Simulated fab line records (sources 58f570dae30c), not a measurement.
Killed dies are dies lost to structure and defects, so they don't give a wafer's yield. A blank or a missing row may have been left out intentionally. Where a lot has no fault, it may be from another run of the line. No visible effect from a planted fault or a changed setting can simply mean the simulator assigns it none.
Matching of chambers	flow berkeleyCmos170	pecvd-01 running UCB170_V2_CVD_00: 3 sister chambers
The step deposits SiO2 from TEOS/O2, target thk 2000 nm, time 250 s. 16 wafers are shown with their chamber, then 8 later ones without.

== WAFERS PAIRED WITH THEIR CHAMBERS ==
wafer	chamber	heaterPowerW (W)
L671.3	1	141
L671.5	2	239
L671.6	0	312
L673.1	0	326
L673.2	2	299
L673.6	0	430
L672.1	0	382
L672.3	2	300
L672.6	2	236
L675.1	2	341
L675.2	1	151
L675.5	0	433
L678.1	0	384
L678.4	0	433
L678.6	1	196
L682.1	2	326

SIGNATURES (averages over the wafers above)
reading	chamber 0	chamber 1	chamber 2	scatter within a chamber
heaterPowerW	385.71	162.67	290.17	45.4
Rule: distance of a wafer from a chamber = root of the sum over the readings of ((wafer's reading minus chamber's mean) / reading's scatter) squared. If the next closest chamber is less than 2 further off than the closest, the wafer can't be placed; otherwise it belongs to the closest. The scatter: take each reading less its chamber's mean, square it, sum over the shown wafers, divide by the number of wafers less the number of chambers, and take the root.

== WAFERS MISSING THEIR CHAMBER ==
wafer	heaterPowerW (W)
L682.2	172
L682.3	374
L683.1	258
L683.4	340
L683.5	124
L686.1	383
L686.2	149
L686.3	266

== WHICH CHAMBER EACH WENT THROUGH ==
wafer	from the rows above	in truth
L682.2	1	1
L682.3	can't be placed: 0 or 2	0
L683.1	can't be placed: 2 or 1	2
L683.4	can't be placed: 0 or 2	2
L683.5	1	1
L686.1	can't be placed: 0 or 2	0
L686.2	1	1
L686.3	can't be placed: 2 or 1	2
Correctly placed: 3 of 8. Can't be placed from these rows: 5 (the true chamber is among the candidates in 5). 0 placed wrongly.
